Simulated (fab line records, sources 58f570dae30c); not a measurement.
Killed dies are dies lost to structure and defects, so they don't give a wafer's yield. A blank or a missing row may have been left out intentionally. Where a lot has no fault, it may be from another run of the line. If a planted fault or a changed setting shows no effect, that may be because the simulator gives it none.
2 desks looking at one fault :: flow berkeley-cmos170 :: only its own numbers are on each desk; what lay behind them is given at the end

== AT THE METROLOGY DESK ==
What the gauges read, lot by lot, whatever tool the lot ran on: means of the sampled wafers that have a number. Marked OUT: a lot whose mean sits more than 4 standard deviations from the usual mean, which makes it out of limits; the brackets give that distance.
Columns: A = cd-nm at UCB170_M1_CD_MEAS_09, usual 699.9 nm; B = V1_POLISHED_THK at UCB170_V1_THK_MEAS_04, usual 999.5 nm; C = M2_AL_RS at UCB170_M2_RS_MEAS_02, usual 0.0322 ohm/sq; D = M2_AL_THK at UCB170_M2_THK_MEAS_03, usual 911 nm
lot: L673
first seen here: day 8 02:01
A: 702.0
B: 999.7
C: 0.0326
D: 904

lot: L676
first seen here: day 8 08:04
A: 699.6
B: 1000.0
C: 0.0323
D: 914

lot: L678
first seen here: day 9 09:55
A: 700.1
B: 1001.0
C: 0.0416 (+24) OUT
D: 703 (-17) OUT

lot: L681
first seen here: day 9 20:07
A: 699.1
B: 1000.4
C: 0.0407 (+22) OUT
D: 726 (-15) OUT

lot: L687
first seen here: day 11 03:40
A: 699.3
B: 997.2
C: 0.0325
D: 906

lot: L686
first seen here: day 11 04:19
A: 698.0
B: 998.8
C: 0.0321
D: 918

lot: L691
first seen here: day 11 22:17
A: 700.8
B: 1000.2
C: 0.0316
D: 930

lot: L692
first seen here: day 12 08:13
A: 700.0
B: 1000.5
C: 0.0317
D: 927

lot: L693
first seen here: day 12 10:49
A: 700.1
B: 998.3
C: 0.0323
D: 909

lot: L690
first seen here: day 12 11:11
A: 699.2
B: 999.3
C: 0.0326
D: 899

lot: L689
first seen here: day 12 11:29
A: 700.6
B: 998.4
C: 0.0321
D: 912

lot: L695
first seen here: day 12 23:08
A: 701.9
B: 1002.1
C: 0.0319
D: 920

lot: L694
first seen here: day 13 14:08
A: 698.1
B: 998.2
C: 0.0320
D: 913
This desk reports L678, L681 out of limits; the earliest was L678 at day 9 15:41 (M2_AL_RS at UCB170_M2_RS_MEAS_02). L673, L676, L687, L686, L691, L692, L693, L690, L689, L695, L694 stayed within limits.

== THE TOOL OWNER'S DESK: pvd-sputter-01 ==
The tool's own readings at UCB170_M2_SPUTTER_01 (material Al, target thk 900 nm, time 120 s): means of the sampled wafers that have a number, for each lot that ran on this tool. Marked OUT: a lot whose mean sits more than 4 standard deviations from the usual mean, which makes it out of limits; the brackets give that distance.
Columns: A = cathode-dc-power-W at UCB170_M2_SPUTTER_01, usual 5999.9 W; B = throttle-valve-pct at UCB170_M2_SPUTTER_01, usual 30.0 %
lot: L676
first seen here: day 8 12:50
A: 5999.8
B: 30.1

lot: L678
first seen here: day 9 15:36
A: 4716.0 (-99 or more) OUT
B: 29.1

lot: L681
first seen here: day 10 02:10
A: 4715.5 (-99 or more) OUT
B: 30.2

lot: L689
first seen here: day 12 17:18
A: 5998.9
B: 31.5

lot: L695
first seen here: day 13 05:55
A: 5999.8
B: 30.5
This desk's verdict: out of limits on L678, L681, starting with L678 at day 9 15:36 (cathode-dc-power-W at UCB170_M2_SPUTTER_01). L676, L689, L695 stayed within limits.

== BROUGHT TOGETHER ==
At day 9 15:36, on L678, L681, the tool owner's desk was in a position to raise an alarm.
Metrology desk: alarm possible at day 9 15:41 on L678, L681.
All the named lots went through UCB170_M2_SPUTTER_01 on pvd-sputter-01.

== WHAT HAD BEEN PUT IN BY THE SIMULATOR ==
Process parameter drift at UCB170_M2_SPUTTER_01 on pvd-sputter-01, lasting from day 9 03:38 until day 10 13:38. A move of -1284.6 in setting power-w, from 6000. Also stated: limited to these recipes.
Shown lots that were struck: L678, L681.
Hours from the fault's start to each desk's first reading out of limits: the tool owner's desk, 12; the metrology desk, 12.
